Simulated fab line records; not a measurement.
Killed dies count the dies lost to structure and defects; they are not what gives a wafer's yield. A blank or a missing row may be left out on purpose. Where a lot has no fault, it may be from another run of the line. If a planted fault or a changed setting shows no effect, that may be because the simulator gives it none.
Commonality check across tools | flow berkeley cmos170 | Sample size 14 lots and 42 wafers

## WHY THIS WAS OPENED
At UCB170_M2_CD_MEAS_15 the reading cd nm is flagged on 2 of 14 lots. Wafers without a fault read 699.8 nm, standard deviation 1.5.
Rule: a lot gets a flag if all its wafers with a number sit over 4 standard deviations from that mean, or if no wafer of it has a number. The other lots count as sound.

lot  | measured     | on        | cd nm (nm), wafer by wafer | flag
L261 | day 7 05:34  | cd sem-02 | 699.3 698.8 700.1          |
L260 | day 7 06:50  | cd sem-02 | 697.7 696.0 697.2          |
L263 | day 8 02:31  | cd sem-02 | 701.1 701.6 700.6          |
L265 | day 8 07:44  | cd sem-02 | 701.7 701.6 702.7          |
L270 | day 9 09:17  | cd sem-02 | 702.1 701.3 702.6          |
L269 | day 9 09:55  | cd sem-01 | 700.5 698.8 699.5          |
L272 | day 9 10:01  | cd sem-02 | 697.8 698.4 699.4          |
L268 | day 9 10:15  | cd sem-02 | 700.3 701.5 700.8          |
L276 | day 10 10:25 | cd sem-02 | 699.7 699.2 700.1          |
L275 | day 10 10:33 | cd sem-01 | 697.4 697.8 698.2          |
L277 | day 10 10:42 | cd sem-02 | 698.5 700.4 700.1          |
L279 | day 11 03:26 | cd sem-01 | 691.3 692.2 693.2          | FLAGGED
L280 | day 11 09:40 | cd sem-02 | 692.7 691.8 691.1          | FLAGGED
L283 | day 12 05:56 | cd sem-02 | 699.3 699.7 699.0          |
The mean of the flagged lots' numbers is 692.0 nm, -7.8 nm from the usual (-5 standard deviations).

## TOOL THAT RAN EACH LOT
The record holds 1 process step before the reading, out of a route of 331 steps. Cell contents, in order: the tool; ch with the chambers the sampled wafers went through; the start.
lot  | flag    | UCB170_M2_PEB_13
L261 |         | litho track-04 ch 0, day 7 05:17
L260 |         | litho track-04 ch 0, day 7 06:34
L263 |         | litho track-01 ch 0, day 8 02:14
L265 |         | litho track-01 ch 0, day 8 07:27
L270 |         | litho track-02 ch 0, day 9 09:02
L269 |         | litho track-04 ch 0, day 9 09:39
L272 |         | litho track-02 ch 0, day 9 09:42
L268 |         | litho track-02 ch 0, day 9 09:59
L276 |         | litho track-01 ch 0, day 10 10:09
L275 |         | litho track-02 ch 0, day 10 10:17
L277 |         | litho track-04 ch 0, day 10 10:25
L279 | FLAGGED | litho track-02 ch 0, day 11 03:10
L280 | FLAGGED | litho track-02 ch 0, day 11 09:24
L283 |         | litho track-04 ch 0, day 12 05:40
What these steps do:
- UCB170_M2_PEB_13
- UCB170_M2_CD_MEAS_15: target cd 700 nm.

## FLAGGED AGAINST TOTAL, ONE TOOL AT A TIME (gauges that did the reading follow at the end)
step                 | tool           | lots run | flagged | share of the flagged lots | sound lots run after its first flagged lot
UCB170_M2_PEB_13     | litho track-01 | 3        | 0       | none                      | -
UCB170_M2_PEB_13     | litho track-02 | 6        | 2       | all                       | 0
UCB170_M2_PEB_13     | litho track-04 | 5        | 0       | none                      | -
UCB170_M2_CD_MEAS_15 | cd sem-01      | 3        | 1       | some                      | 0
UCB170_M2_CD_MEAS_15 | cd sem-02      | 11       | 1       | some                      | 1 (L283)

## WHAT THE TABLE PERMITS
All flagged lots share 1 row of the table, namely litho track-02 at UCB170_M2_PEB_13.
- litho track-02 at UCB170_M2_PEB_13: 2 of its 6 lots flagged. Its last sound lot is L275 (day 10 10:17), its first flagged lot L279 (day 11 03:10): a fault that began between those two fits.
litho track-02 at UCB170_M2_PEB_13 is the single tool remaining.

## WHAT HAD BEEN PUT IN BY THE SIMULATOR
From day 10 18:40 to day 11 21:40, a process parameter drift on litho track-02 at UCB170_M2_PEB_13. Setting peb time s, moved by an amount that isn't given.
Lots struck among those shown: L279, L280. The same result came from the rule above.
